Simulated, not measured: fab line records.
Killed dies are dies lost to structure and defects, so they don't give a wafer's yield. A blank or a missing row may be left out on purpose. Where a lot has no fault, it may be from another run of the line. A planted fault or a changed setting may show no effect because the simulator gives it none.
Shared-tool check + flow rit_cmos + 14 lots, 42 wafers sampled

== WHY IT WAS OPENED ==
Of 14 lots, 2 have the reading GATE_OXIDE_THK flagged at RIT_GATE_THK_MEAS_07. Wafers without a fault read 2.98 nm, standard deviation 0.059.
Rule: a lot is flagged in two cases, either no wafer of it has a number, or all its wafers with numbers fall more than 4 standard deviations from that mean. The rest of the lots are taken to be sound.

| lot  | measured    | on            | GATE_OXIDE_THK (nm), wafer by wafer | flag    |
|------|-------------|---------------|-------------------------------------|---------|
| L390 | day 2 21:12 | film_metro-04 | 2.99 3.02 3.00                      |         |
| L391 | day 3 00:24 | film_metro-02 | 2.98 2.90 2.91                      |         |
| L394 | day 3 18:57 | film_metro-03 | 2.93 2.95 2.91                      |         |
| L395 | day 3 23:26 | film_metro-03 | 2.93 2.92 2.99                      |         |
| L396 | day 4 02:41 | film_metro-04 | 2.91 2.99 2.98                      |         |
| L397 | day 4 10:25 | film_metro-03 | 2.95 3.01 2.94                      |         |
| L398 | day 4 20:53 | film_metro-03 | 3.31 3.32 3.37                      | FLAGGED |
| L403 | day 5 12:23 | film_metro-04 | 3.30 3.37 3.52                      | FLAGGED |
| L404 | day 5 15:52 | film_metro-02 | 2.97 2.99 3.01                      |         |
| L406 | day 6 02:32 | film_metro-04 | 2.93 2.99 2.94                      |         |
| L408 | day 6 14:17 | film_metro-02 | 2.91 2.91 2.96                      |         |
| L409 | day 6 17:31 | film_metro-03 | 3.04 2.95 2.99                      |         |
| L410 | day 7 05:45 | film_metro-04 | 3.09 3.04 3.02                      |         |
| L411 | day 7 10:28 | film_metro-04 | 2.99 3.02 3.03                      |         |
The mean of the flagged lots' numbers is 3.37 nm, +0.39 nm from the usual (+7 standard deviations).

== WHICH TOOL RAN EACH LOT ==
The record holds 1 process step before the reading, out of a route of 202 steps. Each cell gives the tool, then ch followed by the chambers the sampled wafers passed through, then the start.
| lot  | flag    | RIT_GATE_OXIDATION_05        |
|------|---------|------------------------------|
| L390 |         | furnace-04 ch 0, day 2 19:22 |
| L391 |         | furnace-04 ch 0, day 2 23:04 |
| L394 |         | furnace-04 ch 0, day 3 12:32 |
| L395 |         | furnace-03 ch 0, day 3 18:57 |
| L396 |         | furnace-04 ch 0, day 4 01:21 |
| L397 |         | furnace-01 ch 0, day 4 08:38 |
| L398 | FLAGGED | furnace-04 ch 0, day 4 17:55 |
| L403 | FLAGGED | furnace-04 ch 0, day 5 11:03 |
| L404 |         | furnace-01 ch 0, day 5 14:32 |
| L406 |         | furnace-01 ch 0, day 6 01:11 |
| L408 |         | furnace-01 ch 0, day 6 11:02 |
| L409 |         | furnace-03 ch 0, day 6 16:11 |
| L410 |         | furnace-03 ch 0, day 7 00:34 |
| L411 |         | furnace-03 ch 0, day 7 05:45 |
What is done by these steps:
- RIT_GATE_OXIDATION_05: target thk 3 nm, ox time 270 s.
- RIT_GATE_THK_MEAS_07

== FLAGGED AGAINST TOTAL, ONE TOOL AT A TIME (gauges that did the reading follow at the end) ==
| step                  | tool          | lots run | flagged | share of the flagged lots | sound lots run after its first flagged lot |
|-----------------------|---------------|----------|---------|---------------------------|--------------------------------------------|
| RIT_GATE_OXIDATION_05 | furnace-01    | 4        | 0       | none                      | -                                          |
| RIT_GATE_OXIDATION_05 | furnace-03    | 4        | 0       | none                      | -                                          |
| RIT_GATE_OXIDATION_05 | furnace-04    | 6        | 2       | all                       | 0                                          |
| RIT_GATE_THK_MEAS_07  | film_metro-02 | 3        | 0       | none                      | -                                          |
| RIT_GATE_THK_MEAS_07  | film_metro-03 | 5        | 1       | some                      | 1 (L409)                                   |
| RIT_GATE_THK_MEAS_07  | film_metro-04 | 6        | 1       | some                      | 3 (L406,L410,L411)                         |

== WHAT IS ALLOWED BY THE TABLE ==
In the table, 1 row covers all flagged lots: furnace-04 at RIT_GATE_OXIDATION_05.
- furnace-04 at RIT_GATE_OXIDATION_05 ran 6 lots, 2 of them flagged. Its last sound lot is L396 (day 4 01:21), its first flagged lot L398 (day 4 17:55): a fault that began between those two fits.
Just one tool remains: furnace-04 at RIT_GATE_OXIDATION_05.

== WHAT THE SIMULATOR PUT IN ==
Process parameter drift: furnace-04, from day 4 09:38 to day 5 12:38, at RIT_GATE_OXIDATION_05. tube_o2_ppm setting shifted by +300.
Lots struck among those shown: L398, L403. The rule above found the same.
